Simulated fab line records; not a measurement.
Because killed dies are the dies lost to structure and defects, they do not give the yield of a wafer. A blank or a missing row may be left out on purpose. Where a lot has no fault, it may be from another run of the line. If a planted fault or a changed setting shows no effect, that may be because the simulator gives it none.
fab line records ; flow berkeley_cmos170
record: lots: 14; wafers: 42; last_day: 12
route steps=331 shown PWELL@48 GATE@141 NSD@195 V1@256
lots that met no fault: taken from a fault-free run of the same line
start_h: hours from the record's first day to the start of the lot's first wafer shown ; wait_h: hours elapsed since this lot's preceding step ; " identical to the entry in the row above ; L1.1+2: several wafers, shown together as one row ; - value missing, or start not given ; * or withheld: withheld ; < > ~ a bound
route shown NAME@n: NAME is a module with steps in the file, n the number in the route of the first one ; usual: mean/standard deviation of fault-free wafers ; same: alike in all rows ; chamber/n: place in a boat ; sites: readings site by site ; _std_site: the standard deviation of these ; _edge_site: outer sites' mean less inner sites' ; radius_mm: for every site, how far away it sits from the centre of the wafer ; mask NAME#n: copy n ; behind: the last tool/chamber to shape the wafer ; hold: reason for holding the lot/hours on hold/outcome of the hold ; device: the transistor (n, p or np) that didn't switch ; end of line: at the end of the route, the tests of the same wafers ; a step with no rows: only its recipe ; killed: dies that structure and defects cost at the first sort, which is not the same as the wafer's yield ; map: dies across one wafer; x = killed, . = not, _ = none there
set.NAME: the setting that was run; set.NAME@STEP: the one run at that earlier step ; model.NAME: the simulator's own value behind a step, which no gauge read
route steps across a sampled set of lots; one table per step, one row per wafer
services: from which hour (start_h, from the record's first day; less than 0 if before it) a tool's chamber was out of use, for how many hours, and why
== steps ==
step: UCB170_PWELL_ETCH_14
recipe: chemistry: CH3F/Ar/O2; target: Si3N4; stop_on: SiO2; CH3F_flow_sccm: 20; Ar_flow_sccm: 50; O2_flow_sccm: 7; pressure_mtorr: 50; rf_w: 450; target_depth_a: 2420; over_etch_frac: 0.1; time_s: 151
usual: drypump_motor_current_A: 5.6/0.4; oes_product_au: 0.942/0.018; throttle_valve_pct: 8.06/0.13
same: over_etch_frac: 0.1
lot.wafer;tool;chamber;start_h;wait_h;drypump_motor_current_A;oes_product_au;rf_hours_counter_h;throttle_valve_pct
L377.2;rie_diel-01;1;59.15;0.0;5.2;0.921;146;7.96
L377.4;rie_diel-01;0;59.15;0.0;5.3;0.962;42;8.24
L377.6;rie_diel-01;2;59.15;0.0;5.5;0.965;-;8.14
L378.2;rie_diel-04;3;66.76;0.0;6.0;0.929;80;7.80
L378.3;rie_diel-04;0;66.76;0.0;6.2;0.946;10;8.22
L378.4;rie_diel-04;1;66.76;0.0;5.3;0.961;73;7.89
L379.2;rie_diel-01;2;67.35;0.0;5.5;0.975;104;8.15
L379.4;rie_diel-01;1;67.35;0.0;5.2;0.937;147;7.94
L379.6;rie_diel-01;2;67.35;0.0;5.5;0.977;-;8.14
L380.1;rie_diel-01;2;75.99;0.0;5.5;0.956;105;8.15
L380.3;rie_diel-01;3;75.99;0.0;6.1;0.917;76;8.16
L380.5;rie_diel-01;1;75.99;0.0;5.1;0.901;-;7.94
L381.3;rie_diel-02;3;76.02;0.0;5.8;0.953;42;8.01
L381.5;rie_diel-02;2;76.02;0.0;6.0;0.927;-;7.96
L381.6;rie_diel-02;1;76.02;0.0;5.9;0.948;-;8.11
L383.2;rie_diel-02;3;91.94;0.0;5.9;0.966;43;8.01
L383.5;rie_diel-02;3;91.94;0.0;5.8;0.958;-;8.01
L383.6;rie_diel-02;0;91.94;0.0;4.8;0.920;-;8.12
L385.1;rie_diel-04;1;99.13;0.0;5.3;0.925;74;7.88
L385.5;rie_diel-04;2;99.13;0.0;5.1;0.930;-;8.03
L385.6;rie_diel-04;3;99.13;0.0;6.0;0.908;-;7.77
L392.1;rie_diel-01;1;123.24;0.0;5.2;0.914;149;7.95
L392.3;rie_diel-01;0;123.24;0.0;5.3;0.959;45;8.22
L392.5;rie_diel-01;2;123.24;0.0;5.5;0.971;-;8.15
L391.2;rie_diel-04;1;123.39;0.0;5.2;0.954;76;7.90
L391.4;rie_diel-04;0;123.39;0.0;6.2;0.943;13;8.23
L391.6;rie_diel-04;0;123.39;0.0;6.2;0.941;-;8.21
L393.1;rie_diel-01;2;128.48;0.0;5.5;0.953;107;8.13
L393.4;rie_diel-01;3;128.48;0.0;6.0;0.921;78;8.14
L393.5;rie_diel-01;3;128.48;0.0;6.1;0.924;-;8.14
L394.3;rie_diel-02;3;144.88;0.0;5.8;0.957;45;8.01
L394.4;rie_diel-02;1;144.88;0.0;5.8;0.951;147;8.11
L394.5;rie_diel-02;2;144.88;0.0;6.0;0.935;-;7.96
L398.1;rie_diel-04;0;153.53;0.0;6.2;0.950;14;8.22
L398.4;rie_diel-04;1;153.53;0.0;5.3;0.956;77;7.89
L398.5;rie_diel-04;3;153.53;0.0;6.1;0.928;-;7.78
L399.2;rie_diel-04;2;159.53;0.0;5.1;0.944;111;8.03
L399.3;rie_diel-04;1;159.53;0.0;5.3;0.956;78;7.88
L399.5;rie_diel-04;0;159.53;0.0;6.2;0.939;-;8.22
L400.1;rie_diel-01;3;159.70;0.0;6.1;0.922;80;8.14
L400.4;rie_diel-01;2;159.70;0.0;5.5;0.966;109;8.15
L400.6;rie_diel-01;3;159.70;0.0;6.0;0.919;-;8.15
step: UCB170_GATE_ETCH_15
recipe: chemistry: HBr/Cl2; target: poly-Si; stop_on: SiO2; over_etch_frac: 0.3; icp_w: 300; bias_w: 150; time_s: 56.3; pressure_mtorr: 15; HBr_flow_sccm: 150; Cl2_flow_sccm: 50; target_depth_a: 2782
usual: bias_w: 150.0/0.47; drypump_motor_current_A: 5.5/0.58; oes_product_au: 0.828/0.011; throttle_valve_pct: 26.33/0.11
same: over_etch_frac: 0.3
lot.wafer;tool;chamber;start_h;wait_h;bias_w;drypump_motor_current_A;oes_product_au;rf_hours_counter_h;throttle_valve_pct
L381.3;rie_si-02;3;144.74;-;150.8;6.1;0.832;107;26.43
L381.5;rie_si-02;0;144.74;-;150.1;4.9;0.832;-;26.46
L381.6;rie_si-02;1;144.74;-;150.1;4.9;0.833;-;26.21
L377.2;rie_si-01;1;144.86;-;149.3;6.5;0.815;50;26.20
L377.4;rie_si-01;2;144.86;-;149.0;5.6;0.825;1;26.42
L377.6;rie_si-01;2;144.86;-;150.0;5.6;0.826;-;26.42
L378.2;rie_si-02;0;145.02;-;150.1;4.9;0.827;76;26.46
L378.3;rie_si-02;1;145.02;-;150.0;5.0;0.832;117;26.22
L378.4;rie_si-02;2;145.02;-;150.5;4.7;0.822;101;26.24
L379.2;rie_si-01;1;145.14;-;149.9;6.5;0.822;50;26.20
L379.4;rie_si-01;3;145.14;-;149.9;5.8;0.845;1;26.26
L379.6;rie_si-01;3;145.14;-;150.2;5.7;0.846;-;26.27
L380.1;rie_si-02;0;145.21;-;150.0;4.9;0.822;76;26.48
L380.3;rie_si-02;2;145.21;-;150.3;4.7;0.804;101;26.23
L380.5;rie_si-02;1;145.21;-;150.9;5.0;0.829;-;26.20
L383.2;rie_si-01;3;168.94;-;150.1;5.7;0.840;1;26.26
L383.5;rie_si-01;2;168.94;-;149.7;5.6;0.825;-;26.42
L383.6;rie_si-01;3;168.94;-;149.7;5.7;0.843;-;26.28
L385.1;rie_si-01;1;179.03;-;150.4;6.5;0.823;50;26.18
L385.5;rie_si-01;2;179.03;-;150.0;5.6;0.824;-;26.43
L385.6;rie_si-01;3;179.03;-;149.1;5.8;0.835;-;26.28
L392.1;rie_si-02;0;206.51;-;150.0;4.9;0.825;76;26.49
L392.3;rie_si-02;2;206.51;-;149.6;4.7;0.809;101;26.24
L392.5;rie_si-02;3;206.51;-;150.8;6.1;0.834;-;26.41
L391.2;rie_si-01;2;207.14;-;149.6;5.6;0.820;2;26.42
L391.4;rie_si-01;3;207.14;-;148.9;5.7;0.832;2;26.27
L391.6;rie_si-01;1;207.14;-;149.8;6.5;0.813;-;26.20
L393.1;rie_si-02;3;212.12;-;149.5;6.0;0.820;107;26.43
L393.4;rie_si-02;1;212.12;-;150.1;5.0;0.815;0;26.20
L393.5;rie_si-02;0;212.12;-;150.8;4.9;0.827;-;26.48
L394.3;rie_si-01;3;231.15;-;149.9;5.7;0.846;2;26.27
L394.4;rie_si-01;0;231.15;-;150.7;5.7;0.839;1;26.44
L394.5;rie_si-01;0;231.15;-;150.1;5.6;0.846;-;26.41
L398.1;rie_si-02;2;240.84;-;149.8;4.7;0.822;101;26.24
L398.4;rie_si-02;0;240.84;-;150.3;4.9;0.837;76;26.47
L398.5;rie_si-02;2;240.84;-;149.6;4.7;0.826;-;26.22
L400.1;rie_si-02;1;252.57;-;150.9;4.9;0.824;0;26.20
L400.4;rie_si-02;1;252.57;-;150.4;5.0;0.825;-;26.18
L400.6;rie_si-02;0;252.57;-;149.6;4.9;0.837;-;26.47
L399.2;rie_si-01;3;252.81;-;150.2;5.7;0.845;2;26.28
L399.3;rie_si-01;1;252.81;-;150.3;6.5;0.820;50;26.19
L399.5;rie_si-01;0;252.81;-;149.8;5.6;0.838;-;26.45
step: UCB170_NSD_IMPLANT_08
recipe: species: P; dose_cm2: 3e+15; energy_kev: 40; tilt_deg: 7
usual: dose_ions_cm2: 3.0004e+15/2.8e+12; end_station_pressure_torr: 1.26e-05/6.8e-07; faraday_current_uA: 9245/190
lot.wafer;tool;chamber;start_h;wait_h;dose_ions_cm2;end_station_pressure_torr;faraday_current_uA
L381.3;implanter-04;0;160.04;0.1;3.0034e+15;1.14e-05;9420
L381.5;implanter-04;0;160.04;0.1;2.9984e+15;1.44e-05;9282
L381.6;implanter-04;0;160.04;0.1;3.0031e+15;1.2e-05;9314
L377.2;implanter-03;0;160.31;0.0;3.0002e+15;1.3e-05;8882
L377.4;implanter-03;0;160.31;0.0;2.9936e+15;1.15e-05;9436
L377.6;implanter-03;0;160.31;0.0;2.9986e+15;1.31e-05;9183
L378.2;implanter-02;0;160.64;0.0;3e+15;1.43e-05;8967
L378.3;implanter-02;0;160.64;0.0;2.9999e+15;1.4e-05;9259
L378.4;implanter-02;0;160.64;0.0;3.0004e+15;1.23e-05;9203
L380.1;implanter-04;0;160.96;0.0;3.0038e+15;1.25e-05;9668
L380.3;implanter-04;0;160.96;0.0;3.0041e+15;1.23e-05;9247
L380.5;implanter-04;0;160.96;0.0;3.0037e+15;1.3e-05;9168
L379.2;implanter-03;0;161.71;0.0;2.9967e+15;1.27e-05;9192
L379.4;implanter-03;0;161.71;0.0;2.9948e+15;1.23e-05;9235
L379.6;implanter-03;0;161.71;0.0;3.0007e+15;1.25e-05;8924
L383.2;implanter-04;0;188.09;0.0;1.6894e+15;9.2e-06;5201
L383.5;implanter-04;0;188.09;0.0;1.6932e+15;9e-06;5422
L383.6;implanter-04;0;188.09;0.0;1.6893e+15;8.9e-06;5377
L385.1;implanter-04;0;196.50;0.0;1.6907e+15;9.7e-06;5212
L385.5;implanter-04;0;196.50;0.0;1.6936e+15;9.4e-06;5254
L385.6;implanter-04;0;196.50;0.0;1.6912e+15;8.4e-06;5032
L392.1;implanter-02;0;221.64;0.0;2.9965e+15;1.2e-05;9480
L392.3;implanter-02;0;221.64;0.0;2.9958e+15;1.18e-05;9124
L392.5;implanter-02;0;221.64;0.0;3.0037e+15;1.24e-05;9302
L391.2;implanter-03;0;221.65;0.0;3.0029e+15;1.17e-05;9257
L391.4;implanter-03;0;221.65;0.0;3.0015e+15;1.21e-05;9002
L391.6;implanter-03;0;221.65;0.0;2.9981e+15;1.35e-05;9582
L393.1;implanter-02;0;227.86;0.0;3.0011e+15;1.21e-05;8969
L393.4;implanter-02;0;227.86;0.0;2.998e+15;1.33e-05;9169
L393.5;implanter-02;0;227.86;0.0;2.999e+15;1.25e-05;9492
L394.3;implanter-03;0;245.05;0.1;3.0007e+15;1.26e-05;9370
L394.4;implanter-03;0;245.05;0.1;3.0027e+15;1.21e-05;9299
L394.5;implanter-03;0;245.05;0.1;2.9989e+15;1.21e-05;9284
L398.1;implanter-03;0;256.55;0.0;2.997e+15;1.37e-05;9336
L398.4;implanter-03;0;256.55;0.0;2.9993e+15;1.38e-05;9184
L398.5;implanter-03;0;256.55;0.0;2.999e+15;1.37e-05;9273
L400.1;implanter-03;0;270.48;0.0;2.9967e+15;1.18e-05;9175
L400.4;implanter-03;0;270.48;0.0;2.9998e+15;1.27e-05;9239
L400.6;implanter-03;0;270.48;0.0;2.9985e+15;1.22e-05;8754
L399.2;implanter-03;0;270.87;0.0;2.9998e+15;1.21e-05;9177
L399.3;implanter-03;0;270.87;0.0;3.0008e+15;1.21e-05;9317
L399.5;implanter-03;0;270.87;0.0;3.0018e+15;1.2e-05;9066
step: UCB170_NSD_STRIP_09
recipe: chemistry: O2; power_w: 400; pressure_mtorr: 3500; platen_temp_c: withheld; o2_flow_sccm: 400; overash_fraction: 0.5
usual: drypump_motor_current_A: 5.8/0.66; oes_product_au: 0.534/0.0047; strip_time_to_endpoint_s: 35.81/0.066
lot.wafer;tool;chamber;start_h;wait_h;drypump_motor_current_A;oes_product_au;rf_hours_counter_h;strip_time_to_endpoint_s
L381.3;plasma_asher-01;0;160.18;0.1;4.8;0.536;-;35.91
L381.5;plasma_asher-01;1;160.18;0.1;5.5;0.531;-;35.87
L381.6;plasma_asher-01;0;160.18;0.1;4.8;0.530;-;35.82
L377.2;plasma_asher-01;0;160.43;0.1;4.7;0.532;37;35.75
L377.4;plasma_asher-01;1;160.43;0.1;5.5;0.534;-;35.75
L377.6;plasma_asher-01;1;160.43;0.1;5.5;0.530;-;35.84
L378.2;plasma_asher-03;0;160.76;0.1;5.0;0.537;44;35.71
L378.3;plasma_asher-03;1;160.76;0.1;6.1;0.538;-;35.74
L378.4;plasma_asher-03;0;160.76;0.1;5.0;0.537;-;35.78
L380.1;plasma_asher-04;0;161.11;0.1;6.7;0.529;5;35.85
L380.3;plasma_asher-04;1;161.11;0.1;6.0;0.535;-;35.84
L380.5;plasma_asher-04;1;161.11;0.1;6.0;0.535;-;35.80
L379.2;plasma_asher-03;1;161.84;0.1;6.1;0.532;45;35.83
L379.4;plasma_asher-03;0;161.84;0.1;5.0;0.538;-;35.82
L379.6;plasma_asher-03;1;161.84;0.1;6.1;0.529;-;35.85
L383.2;plasma_asher-01;0;188.21;0.1;4.8;0.582;41;30.57
L383.5;plasma_asher-01;1;188.21;0.1;5.5;0.587;-;30.64
L383.6;plasma_asher-01;0;188.21;0.1;4.8;0.590;-;30.59
L385.1;plasma_asher-03;0;196.65;0.1;5.0;0.596;49;30.67
L385.5;plasma_asher-03;0;196.65;0.1;5.0;0.591;-;30.73
L385.6;plasma_asher-03;1;196.65;0.1;6.1;0.582;-;30.71
L391.2;plasma_asher-04;0;221.77;0.1;6.7;0.539;13;35.94
L391.4;plasma_asher-04;1;221.77;0.1;6.0;0.528;-;35.82
L391.6;plasma_asher-04;0;221.77;0.1;6.7;0.530;-;35.83
L392.1;plasma_asher-01;1;221.79;0.1;5.5;0.535;45;35.69
L392.3;plasma_asher-01;1;221.79;0.1;5.5;0.546;-;35.67
L392.5;plasma_asher-01;0;221.79;0.1;4.8;0.534;-;35.74
L393.1;plasma_asher-03;0;228.01;0.1;5.0;0.529;52;35.73
L393.4;plasma_asher-03;0;228.01;0.1;5.0;0.533;-;35.76
L393.5;plasma_asher-03;0;228.01;0.1;5.0;0.536;-;35.78
L394.3;plasma_asher-04;0;245.18;0.1;6.7;0.526;-;35.88
L394.4;plasma_asher-04;1;245.18;0.1;6.0;0.531;-;35.85
L394.5;plasma_asher-04;0;245.18;0.1;6.7;0.529;-;35.81
L398.1;plasma_asher-03;0;256.70;0.1;5.0;0.527;56;35.89
L398.4;plasma_asher-03;1;256.70;0.1;6.1;0.535;-;35.96
L398.5;plasma_asher-03;0;256.70;0.1;5.0;0.529;-;35.90
L400.1;plasma_asher-03;1;270.63;0.1;6.1;0.535;57;35.84
L400.4;plasma_asher-03;0;270.63;0.1;5.0;0.533;-;35.90
L400.6;plasma_asher-03;1;270.63;0.1;6.1;0.529;-;35.84
L399.2;plasma_asher-04;0;270.99;0.1;6.6;0.541;18;35.79
L399.3;plasma_asher-04;1;270.99;0.1;6.1;0.538;-;35.77
L399.5;plasma_asher-04;1;270.99;0.1;6.0;0.533;-;35.75
step: UCB170_NSD_TW_MEAS_10
usual: NSD_TW: 4197/36
lot.wafer;tool;chamber;start_h;wait_h;NSD_TW
L381.3;film_metro-04;-;160.26;0.1;4249
L381.5;film_metro-04;-;160.26;0.1;4240
L381.6;film_metro-04;-;160.26;0.1;4209
L377.2;film_metro-04;-;160.54;0.1;4246
L377.4;film_metro-04;-;160.54;0.1;4227
L377.6;film_metro-04;-;160.54;0.1;4244
L378.2;film_metro-03;-;160.87;0.1;4179
L378.3;film_metro-03;-;160.87;0.1;4185
L378.4;film_metro-03;-;160.87;0.1;4171
L380.1;film_metro-04;-;161.21;0.1;4249
L380.3;film_metro-04;-;161.21;0.1;4216
L380.5;film_metro-04;-;161.21;0.1;4203
L379.2;film_metro-03;-;161.95;0.1;4183
L379.4;film_metro-03;-;161.95;0.1;4184
L379.6;film_metro-03;-;161.95;0.1;4163
L383.2;film_metro-04;-;188.32;0.1;3910
L383.5;film_metro-04;-;188.32;0.1;3916
L383.6;film_metro-04;-;188.32;0.1;3915
L385.1;film_metro-03;-;196.75;0.1;3905
L385.5;film_metro-03;-;196.75;0.1;3874
L385.6;film_metro-03;-;196.75;0.1;3897
L391.2;film_metro-04;-;221.88;0.1;4220
L391.4;film_metro-04;-;221.88;0.1;4248
L391.6;film_metro-04;-;221.88;0.1;4221
L392.1;film_metro-01;-;221.89;0.1;4183
L392.3;film_metro-01;-;221.89;0.1;4200
L392.5;film_metro-01;-;221.89;0.1;4188
L393.1;film_metro-03;-;228.11;0.1;4150
L393.4;film_metro-03;-;228.11;0.1;4152
L393.5;film_metro-03;-;228.11;0.1;4148
L394.3;film_metro-04;-;245.27;0.1;4212
L394.4;film_metro-04;-;245.27;0.1;4235
L394.5;film_metro-04;-;245.27;0.1;4228
L398.1;film_metro-01;-;256.80;0.1;4197
L398.4;film_metro-01;-;256.80;0.1;4206
L398.5;film_metro-01;-;256.80;0.1;4225
L400.1;film_metro-01;-;270.73;0.1;4170
L400.4;film_metro-01;-;270.73;0.1;4218
L400.6;film_metro-01;-;270.73;0.1;4198
L399.2;film_metro-03;-;271.10;0.1;4150
L399.3;film_metro-03;-;271.10;0.1;4138
L399.5;film_metro-03;-;271.10;0.1;4159
step: UCB170_SDANNEAL_RS_MEAS_03
recipe: thk_meas_gauge: four-point-probe
usual: NSD_RS: 37.26/0.087
lot.wafer;tool;chamber;start_h;wait_h;NSD_RS[ohm/sq]
L381.3;film_metro-03;-;162.31;0.1;37.22
L381.5;film_metro-03;-;162.31;0.1;37.13
L381.6;film_metro-03;-;162.31;0.1;37.24
L378.2;film_metro-04;-;162.86;0.1;37.27
L378.3;film_metro-04;-;162.86;0.1;37.32
L378.4;film_metro-04;-;162.86;0.1;37.36
L377.2;film_metro-01;-;162.99;0.1;37.20
L377.4;film_metro-01;-;162.99;0.1;37.18
L377.6;film_metro-01;-;162.99;0.1;37.25
L380.1;film_metro-01;-;163.59;0.1;37.12
L380.3;film_metro-01;-;163.59;0.1;37.14
L380.5;film_metro-01;-;163.59;0.1;37.31
L379.2;film_metro-03;-;163.74;0.1;37.30
L379.4;film_metro-03;-;163.74;0.1;37.28
L379.6;film_metro-03;-;163.74;0.1;37.34
L383.2;film_metro-03;-;191.07;0.1;53.02
L383.5;film_metro-03;-;191.07;0.1;52.75
L383.6;film_metro-03;-;191.07;0.1;53.09
L385.1;film_metro-04;-;197.95;0.1;52.51
L385.5;film_metro-04;-;197.95;0.1;52.60
L385.6;film_metro-04;-;197.95;0.1;52.38
L391.2;film_metro-03;-;223.62;0.1;37.14
L391.4;film_metro-03;-;223.62;0.1;37.22
L391.6;film_metro-03;-;223.62;0.1;37.23
L392.1;film_metro-01;-;223.73;0.1;37.36
L392.3;film_metro-01;-;223.73;0.1;37.40
L392.5;film_metro-01;-;223.73;0.1;37.33
L393.1;film_metro-03;-;229.31;0.1;37.44
L393.4;film_metro-03;-;229.31;0.1;37.33
L393.5;film_metro-03;-;229.31;0.1;37.30
L394.3;film_metro-04;-;246.72;0.1;37.20
L394.4;film_metro-04;-;246.72;0.1;37.24
L394.5;film_metro-04;-;246.72;0.1;37.17
L398.1;film_metro-03;-;258.01;0.1;37.33
L398.4;film_metro-03;-;258.01;0.1;37.26
L398.5;film_metro-03;-;258.01;0.1;37.24
L400.1;film_metro-01;-;272.10;0.1;37.21
L400.4;film_metro-01;-;272.10;0.1;37.15
L400.6;film_metro-01;-;272.10;0.1;37.28
L399.2;film_metro-04;-;272.41;0.1;37.32
L399.3;film_metro-04;-;272.41;0.1;37.39
L399.5;film_metro-04;-;272.41;0.1;37.31
step: UCB170_V1_CMP_02
recipe: material: SiO2; down_force_psi: 6; platen_rpm: 60; pad_velocity_m_s: 0.75398
usual: motor_current_A: 16.3/2
lot.wafer;tool;chamber;start_h;wait_h;motor_current_A
L381.3;cmp-01;3;172.65;0.0;16.8
L381.5;cmp-01;3;172.65;0.0;17.3
L381.6;cmp-01;0;172.65;0.0;14.1
L378.2;cmp-02;1;174.10;0.0;15.1
L378.4;cmp-02;2;174.10;0.0;18.3
L378.3;cmp-02;0;174.10;0.0;13.6
L377.4;cmp-01;1;175.54;0.1;17.9
L377.2;cmp-01;2;175.54;0.1;19.0
L377.6;cmp-01;3;175.54;0.1;16.7
L380.1;cmp-02;2;181.66;0.1;17.5
L380.3;cmp-02;3;181.66;0.1;16.0
L380.5;cmp-02;3;181.66;0.1;15.8
L379.4;cmp-01;3;182.99;0.0;17.8
L379.2;cmp-01;0;182.99;0.0;14.1
L379.6;cmp-01;0;182.99;0.0;14.6
L383.2;cmp-02;0;199.34;0.0;14.2
L383.6;cmp-02;0;199.34;0.0;13.2
L383.5;cmp-02;1;199.34;0.0;15.2
L385.1;cmp-01;1;206.64;0.2;17.8
L385.6;cmp-01;2;206.64;0.2;19.2
L385.5;cmp-01;3;206.64;0.2;18.2
L391.4;cmp-02;0;236.32;2.0;12.6
L391.2;cmp-02;1;236.32;2.0;14.6
L391.6;cmp-02;1;236.32;2.0;15.3
L392.3;cmp-01;0;236.52;2.2;14.2
L392.1;cmp-01;1;236.52;2.2;17.9
L392.5;cmp-01;3;236.52;2.2;17.4
L393.4;cmp-01;2;239.30;0.0;19.0
L393.1;cmp-01;0;239.30;0.0;14.3
L393.5;cmp-01;3;239.30;0.0;17.0
L394.4;cmp-02;0;255.29;0.0;13.5
L394.3;cmp-02;3;255.29;0.0;15.9
L394.5;cmp-02;0;255.29;0.0;13.9
L398.1;cmp-01;2;270.04;0.1;18.5
L398.4;cmp-01;0;270.04;0.1;13.6
L398.5;cmp-01;1;270.04;0.1;17.8
L400.1;cmp-02;0;280.81;0.1;13.3
L400.4;cmp-02;2;280.81;0.1;18.4
L400.6;cmp-02;0;280.81;0.1;13.4
L399.2;cmp-01;1;282.14;0.0;18.5
L399.3;cmp-01;0;282.14;0.0;13.8
L399.5;cmp-01;1;282.14;0.0;17.8
== services ==
tool;chamber;start_h;hours;kind
cmp-01;-;50.23;6.1;pm
rie_diel-01;2;51.51;5.0;repair
cmp-01;-;59.55;0.2;repair
cmp-02;-;60.23;0.3;repair
rie_si-02;3;62.21;6.4;repair
cmp-01;-;64.00;4.0;pm
cmp-02;-;73.75;4.6;repair
rie_si-01;0;77.79;6.2;repair
implanter-03;-;78.79;5.8;pm
rie_si-02;1;80.91;7.4;repair
cmp-01;-;81.14;0.9;repair
rie_si-02;2;82.14;10.1;repair
rie_diel-01;3;97.41;2.6;repair
cmp-01;-;101.54;1.1;repair
rie_diel-01;-;112.88;2.8;pm
rie_si-02;1;119.05;6.7;repair
rie_si-01;-;134.40;0.1;repair
cmp-01;-;154.60;3.0;repair
rie_diel-01;-;160.03;1.0;repair
rie_si-01;0;189.42;2.0;repair
cmp-01;-;190.03;10.1;pm
cmp-02;-;226.80;1.3;repair
cmp-02;-;232.02;4.0;pm
plasma_asher-03;-;247.36;0.5;repair
== key ==
first_sign: step: UCB170_NSD_IMPLANT_08; reading: dose_ions_cm2; direction: down; sigmas: 99+; usual: 3.0004e+15; struck: 1.6912e+15
effect: step: UCB170_NSD_IMPLANT_08; reading: faraday_current_uA; direction: down; sigmas: 21; usual: 9245; struck: 5250
effect: step: UCB170_NSD_STRIP_09; reading: strip_time_to_endpoint_s; direction: down; sigmas: 78; usual: *; struck: *
effect: step: UCB170_NSD_TW_MEAS_10; reading: NSD_TW; direction: down; sigmas: 8.2; usual: 4197; struck: 3903
effect: step: UCB170_SDANNEAL_RS_MEAS_03; reading: NSD_RS; direction: up; sigmas: 99+; usual: 37.26; struck: 52.72
met_at UCB170_NSD_IMPLANT_08
struck_lots L383,L385
tester_left_out L383,L385
not_acting_at UCB170_PWELL_ETCH_14,UCB170_GATE_ETCH_15,UCB170_V1_CMP_02
onset_between 160.96 188.09
fault: kind: process_parameter_drift; tool: implanter-04; chamber: -; onset_h: 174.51; steps: UCB170_NSD_IMPLANT_08; channel: dose_cm2; offset: -1.3095e+15; shape: step; end_h: 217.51; acts_in: these_recipes_only; stated: 3e+15
tester_left_out: of these lots the tester's yield and bins aren't shown, on N5 and GAA mostly nor the transistor test; their killed dies are dies lost to structure and defects alone, not to doping, threshold or leakage, so they don't give the yield
